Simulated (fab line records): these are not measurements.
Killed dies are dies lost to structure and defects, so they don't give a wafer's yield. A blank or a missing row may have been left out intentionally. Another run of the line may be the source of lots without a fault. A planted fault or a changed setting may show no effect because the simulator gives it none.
A lot that was struck, set against a sound lot ; flow berkeley_cmos170 ; 15 steps out of a route of 331
Sound: the wafers L269.1, L269.3, L269.5. The struck wafers were L272.1, L272.4, L272.6. The cause is given at the end.
Each step with rows lists, per side, the tool, then ch with its chambers, then its first start. Under that, the readings that differ: sound wafers ; struck wafers ; difference of the means ; sigmas: that difference in standard deviations of wafers without a fault.
alike: readings with means less than 2 such deviations apart, plus words and numbers identical on both sides. not compared: withheld readings, readings lacking a value on some wafer, bounds such as >300 that could conceal the same value, and numbers that have no deviation in the record and whose values overlap.
A row with sigmas, a row that says differs or no value, or rows on one side alone: a step with any of these is where the two part. Numbers that have no deviation but don't overlap get no sigmas and don't part them. A reading that every wafer of one side lacks parts them only if that side has two wafers or more.

UCB170_M2_METAL_ETCH_18: etches Al in Cl2/BCl3, stops on SiO2, target depth 1170 nm, time 195 s.
  sound on rie_metal-03 ch 0,1, day 10 22:19; struck on rie_metal-03 ch 0,1, day 11 17:17
  alike: bcl3_flow_sccm, chamber_pressure_mTorr, drypump_motor_current_A, oes_product_au, rf_fwd_power_W, throttle_valve_pct
  not compared: rf_hours_counter_h
UCB170_M2_STRIP_19: strips in O2.
  sound on plasma_asher-01 ch 0,1, day 10 22:30; struck on plasma_asher-03 ch 0,1, day 11 17:28
  alike: chamber_pressure_mTorr, drypump_motor_current_A, o2_flow_sccm, oes_product_au
  not compared: rf_hours_counter_h
UCB170_M2_CD_MEAS_90: the cd target is 700 nm.
  struck on cd_sem-02, day 11 17:34; sound on cd_sem-01, day 10 22:36
  alike: cd_nm
UCB170_V2_CVD_00: deposits SiO2 from TEOS/O2, target thk 2000 nm, time 250 s.
  sound on pecvd-03 ch 0,1, day 10 22:43; struck on pecvd-02 ch 0,2, day 11 17:41
  alike: heater_power_w, rf_fwd_power_W
UCB170_V2_THK_MEAS_01:
  struck on film_metro-03, day 11 17:55; sound on film_metro-03, day 10 22:53
  alike: V2_TEOS_THK
UCB170_V2_CMP_02: polishes SiO2.
  sound on cmp-02 ch 0,3, day 10 22:56; struck on cmp-01 ch 0,2, day 11 17:58
  alike: edge_zone_pressure_frac, motor_current_A
UCB170_V2_BOW_MEAS_03:
  struck on film_metro-04, day 11 18:16; sound on film_metro-03, day 10 23:14
  alike: V2_BOW
UCB170_V2_THK_MEAS_04:
  struck on film_metro-04, day 11 18:23; sound on film_metro-03, day 10 23:22
  alike: V2_POLISHED_THK
then, 4 steps without rows for these wafers: UCB170_V2_CLEAN_05 (cleans in DIW); UCB170_V2_HMDS_06 (prime time 60 s); UCB170_V2_COAT_07 (resist thk 900 nm); UCB170_V2_SOFTBAKE_08 (time 60 s).
UCB170_V2_EXPOSE_09: exposes mask VIA2, target cd 700 nm.
  sound on krf_scanner-02 ch 0, day 11 00:35; struck on krf_scanner-01 ch 0, day 11 19:22
reading;sound;struck;difference;sigmas
exposure_dose_mJ_cm2;36.98 37.01 37.02;37.23 37.25 37.31;+0.26;+6
  alike: mask
then, 1 step without rows for these wafers: UCB170_V2_PEB_10.
UCB170_M3_PROBE_99:
  the record holds rows for the sound wafers here (prober-01, day 11 04:23) but none for the struck ones

## WHERE THEY PART
Last at UCB170_M3_PROBE_99 as far as this record goes, first at UCB170_V2_EXPOSE_09.

WHY: what had been put in by the simulator
Process parameter drift: krf_scanner-01, from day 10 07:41 on, at UCB170_V2_EXPOSE_09. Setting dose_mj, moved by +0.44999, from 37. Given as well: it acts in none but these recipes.
